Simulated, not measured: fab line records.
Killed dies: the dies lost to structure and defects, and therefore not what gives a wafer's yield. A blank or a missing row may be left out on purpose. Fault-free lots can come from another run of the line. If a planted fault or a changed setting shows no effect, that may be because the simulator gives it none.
fab line records / flow rit_cmos
[record] lots = 14 wafers = 42 last_day = 8
route steps=202 shown NSD@134
lots that met no fault: taken from a fault-free run of the same line
start_h: hours from the record's first day to the start of the lot's first wafer shown / wait_h: time in hours since the lot's previous step / " the same as in the row above / L1.1+2: one row covering several wafers at once / - either no value or no given start / * or withheld: withheld / < > ~ a bound
route shown NAME@n: names a module that has steps shown in the file, with the first one's number in the route / usual: average and standard deviation across the fault-free wafers / same: alike in all rows / chamber/n: place in a boat / sites: per-site readings / _std_site: their standard deviation / _edge_site: mean of outer sites minus mean of inner sites / radius_mm: how far each site lies from the wafer's centre / mask NAME#n: copy n / behind: tool/chamber where the wafer was last shaped / hold: reason for holding the lot/hours on hold/outcome of the hold / device: the n, p or np transistor that did not switch / end of line: the same wafers' tests at the end of the route / a step given without rows: its recipe and nothing more / killed: dies that structure and defects cost at the first sort, which is not the same as the wafer's yield / map: a wafer's dies, marking killed ones x, the rest . and places with no die _
set.NAME: the setting that was run; set.NAME@STEP: the one run at that earlier step / model.NAME: the simulator's own value behind a step, which no gauge read
route steps across a sampled set of lots; one table per step, one row per wafer
services: a tool's chamber out of use, with start hour (start_h, from the record's first day; less than 0 if before it), hours out, and reason
[[steps]]
[step RIT_NSD_EXPOSE_03]
[recipe] mask_id = M9 na = 0.57 target_cd_nm = 40700 dose_mj = 250
[usual] exposure_dose_mJ_cm2 = 250.03/0.24 focus_offset_nm = 0.0/0.59
lot.wafer=L112.2 tool=iline_stepper-01 chamber=0 start_h=47.38 wait_h=0.2 mask=M9#0 exposure_dose_mJ_cm2=250.25 focus_offset_nm=-0.7
lot.wafer=L112.3 tool=iline_stepper-01 chamber=0 start_h=47.38 wait_h=0.2 mask=M9#0 exposure_dose_mJ_cm2=250.11 focus_offset_nm=-0.1
lot.wafer=L112.4 tool=iline_stepper-01 chamber=0 start_h=47.38 wait_h=0.2 mask=M9#0 exposure_dose_mJ_cm2=250.33 focus_offset_nm=0.1
lot.wafer=L113.2 tool=iline_stepper-01 chamber=0 start_h=53.30 wait_h=0.1 mask=M9#0 exposure_dose_mJ_cm2=249.89 focus_offset_nm=0.1
lot.wafer=L113.3 tool=iline_stepper-01 chamber=0 start_h=53.30 wait_h=0.1 mask=M9#0 exposure_dose_mJ_cm2=250.03 focus_offset_nm=0.0
lot.wafer=L113.6 tool=iline_stepper-01 chamber=0 start_h=53.30 wait_h=0.1 mask=M9#0 exposure_dose_mJ_cm2=250.27 focus_offset_nm=1.1
lot.wafer=L115.2 tool=iline_stepper-02 chamber=0 start_h=62.10 wait_h=0.1 mask=M9#0 exposure_dose_mJ_cm2=250.08 focus_offset_nm=-0.6
lot.wafer=L115.3 tool=iline_stepper-02 chamber=0 start_h=62.10 wait_h=0.1 mask=M9#0 exposure_dose_mJ_cm2=250.04 focus_offset_nm=-0.6
lot.wafer=L115.5 tool=iline_stepper-02 chamber=0 start_h=62.10 wait_h=0.1 mask=M9#0 exposure_dose_mJ_cm2=250.11 focus_offset_nm=0.0
lot.wafer=L116.1 tool=iline_stepper-01 chamber=- start_h=69.52 wait_h=0.3 mask=M9#0 exposure_dose_mJ_cm2=- focus_offset_nm=-
lot.wafer=L116.4 tool=iline_stepper-01 chamber=- start_h=69.52 wait_h=0.3 mask=M9#0 exposure_dose_mJ_cm2=- focus_offset_nm=-
lot.wafer=L116.5 tool=iline_stepper-01 chamber=- start_h=69.52 wait_h=0.3 mask=M9#0 exposure_dose_mJ_cm2=- focus_offset_nm=-
lot.wafer=L117.1 tool=iline_stepper-01 chamber=- start_h=72.57 wait_h=0.1 mask=M9#0 exposure_dose_mJ_cm2=- focus_offset_nm=-
lot.wafer=L117.3 tool=iline_stepper-01 chamber=- start_h=72.57 wait_h=0.1 mask=M9#0 exposure_dose_mJ_cm2=- focus_offset_nm=-
lot.wafer=L117.6 tool=iline_stepper-01 chamber=- start_h=72.57 wait_h=0.1 mask=M9#0 exposure_dose_mJ_cm2=- focus_offset_nm=-
lot.wafer=L118.1 tool=iline_stepper-01 chamber=0 start_h=77.25 wait_h=0.1 mask=M9#0 exposure_dose_mJ_cm2=249.70 focus_offset_nm=0.4
lot.wafer=L118.3 tool=iline_stepper-01 chamber=0 start_h=77.25 wait_h=0.1 mask=M9#0 exposure_dose_mJ_cm2=250.22 focus_offset_nm=0.0
lot.wafer=L118.4 tool=iline_stepper-01 chamber=0 start_h=77.25 wait_h=0.1 mask=M9#0 exposure_dose_mJ_cm2=249.61 focus_offset_nm=-1.7
lot.wafer=L120.2 tool=iline_stepper-01 chamber=0 start_h=88.06 wait_h=0.2 mask=M9#0 exposure_dose_mJ_cm2=249.66 focus_offset_nm=0.4
lot.wafer=L120.4 tool=iline_stepper-01 chamber=0 start_h=88.06 wait_h=0.2 mask=M9#0 exposure_dose_mJ_cm2=249.93 focus_offset_nm=-0.4
lot.wafer=L120.6 tool=iline_stepper-01 chamber=0 start_h=88.06 wait_h=0.2 mask=M9#0 exposure_dose_mJ_cm2=250.04 focus_offset_nm=0.0
lot.wafer=L127.1 tool=iline_stepper-02 chamber=0 start_h=130.62 wait_h=0.1 mask=M9#0 exposure_dose_mJ_cm2=250.16 focus_offset_nm=0.5
lot.wafer=L127.2 tool=iline_stepper-02 chamber=0 start_h=130.62 wait_h=0.1 mask=M9#0 exposure_dose_mJ_cm2=250.15 focus_offset_nm=0.1
lot.wafer=L127.5 tool=iline_stepper-02 chamber=0 start_h=130.62 wait_h=0.1 mask=M9#0 exposure_dose_mJ_cm2=249.94 focus_offset_nm=-0.3
lot.wafer=L128.1 tool=iline_stepper-01 chamber=0 start_h=131.11 wait_h=0.2 mask=M9#0 exposure_dose_mJ_cm2=250.25 focus_offset_nm=-0.6
lot.wafer=L128.2 tool=iline_stepper-01 chamber=0 start_h=131.11 wait_h=0.2 mask=M9#0 exposure_dose_mJ_cm2=250.16 focus_offset_nm=-1.0
lot.wafer=L128.5 tool=iline_stepper-01 chamber=0 start_h=131.11 wait_h=0.2 mask=M9#0 exposure_dose_mJ_cm2=250.26 focus_offset_nm=-0.4
lot.wafer=L131.1 tool=iline_stepper-02 chamber=0 start_h=147.21 wait_h=0.1 mask=M9#0 exposure_dose_mJ_cm2=250.02 focus_offset_nm=0.1
lot.wafer=L131.2 tool=iline_stepper-02 chamber=0 start_h=147.21 wait_h=0.1 mask=M9#0 exposure_dose_mJ_cm2=250.00 focus_offset_nm=0.5
lot.wafer=L131.4 tool=iline_stepper-02 chamber=0 start_h=147.21 wait_h=0.1 mask=M9#0 exposure_dose_mJ_cm2=250.01 focus_offset_nm=-0.3
lot.wafer=L130.1 tool=iline_stepper-02 chamber=0 start_h=149.12 wait_h=0.1 mask=M9#0 exposure_dose_mJ_cm2=249.62 focus_offset_nm=1.0
lot.wafer=L130.3 tool=iline_stepper-02 chamber=0 start_h=149.12 wait_h=0.1 mask=M9#0 exposure_dose_mJ_cm2=250.20 focus_offset_nm=0.0
lot.wafer=L130.5 tool=iline_stepper-02 chamber=0 start_h=149.12 wait_h=0.1 mask=M9#0 exposure_dose_mJ_cm2=249.73 focus_offset_nm=1.4
lot.wafer=L133.1 tool=iline_stepper-01 chamber=0 start_h=162.30 wait_h=0.2 mask=M9#0 exposure_dose_mJ_cm2=250.07 focus_offset_nm=-0.2
lot.wafer=L133.4 tool=iline_stepper-01 chamber=0 start_h=162.30 wait_h=0.2 mask=M9#0 exposure_dose_mJ_cm2=249.90 focus_offset_nm=0.0
lot.wafer=L133.5 tool=iline_stepper-01 chamber=0 start_h=162.30 wait_h=0.2 mask=M9#0 exposure_dose_mJ_cm2=250.02 focus_offset_nm=0.0
lot.wafer=L134.1 tool=iline_stepper-01 chamber=0 start_h=164.58 wait_h=0.1 mask=M9#0 exposure_dose_mJ_cm2=250.09 focus_offset_nm=0.5
lot.wafer=L134.4 tool=iline_stepper-01 chamber=0 start_h=164.58 wait_h=0.1 mask=M9#0 exposure_dose_mJ_cm2=249.93 focus_offset_nm=0.5
lot.wafer=L134.6 tool=iline_stepper-01 chamber=0 start_h=164.58 wait_h=0.1 mask=M9#0 exposure_dose_mJ_cm2=250.23 focus_offset_nm=-0.8
lot.wafer=L135.1 tool=iline_stepper-02 chamber=0 start_h=176.11 wait_h=0.1 mask=M9#0 exposure_dose_mJ_cm2=249.81 focus_offset_nm=0.3
lot.wafer=L135.2 tool=iline_stepper-02 chamber=0 start_h=176.11 wait_h=0.1 mask=M9#0 exposure_dose_mJ_cm2=250.03 focus_offset_nm=0.8
lot.wafer=L135.6 tool=iline_stepper-02 chamber=0 start_h=176.11 wait_h=0.1 mask=M9#0 exposure_dose_mJ_cm2=249.68 focus_offset_nm=0.1
[[services]]
tool=iline_stepper-01 chamber=- start_h=58.87 hours=1.7 kind=pm
tool=iline_stepper-02 chamber=- start_h=67.08 hours=4.4 kind=pm
tool=iline_stepper-01 chamber=- start_h=89.14 hours=1.5 kind=repair
tool=iline_stepper-01 chamber=0 start_h=108.09 hours=- kind=calibration
tool=iline_stepper-02 chamber=- start_h=145.04 hours=2.1 kind=pm
tool=iline_stepper-02 chamber=- start_h=147.12 hours=- kind=consumable_replace:lamp
tool=iline_stepper-02 chamber=0 start_h=149.29 hours=- kind=calibration
tool=iline_stepper-02 chamber=- start_h=167.85 hours=6.7 kind=repair
[[key]]
[first_sign] step = RIT_NSD_EXPOSE_03 reading = tool_record direction = missing
effect none on later readings
met_at RIT_NSD_EXPOSE_03
struck_lots L116,L117
sort_left_out L116.1,L116.4,L116.5,L117.1,L117.3,L117.6
tester_left_out L116,L117
onset_between 53.30 69.52
[fault] kind = skipped_step_whole tool = iline_stepper-01 chamber = - onset_h = 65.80 steps = RIT_NSD_EXPOSE_03 scope = struck_lots_only
// tester_left_out: of these lots the tester's yield and bins aren't shown, on N5 and GAA mostly nor the transistor test; their killed dies are dies lost to structure and defects alone, not to doping, threshold or leakage, so they don't give the yield
// sort_left_out: the simulated sort isn't trusted on such a fault, so these wafers' sort isn't shown, and their yield isn't known
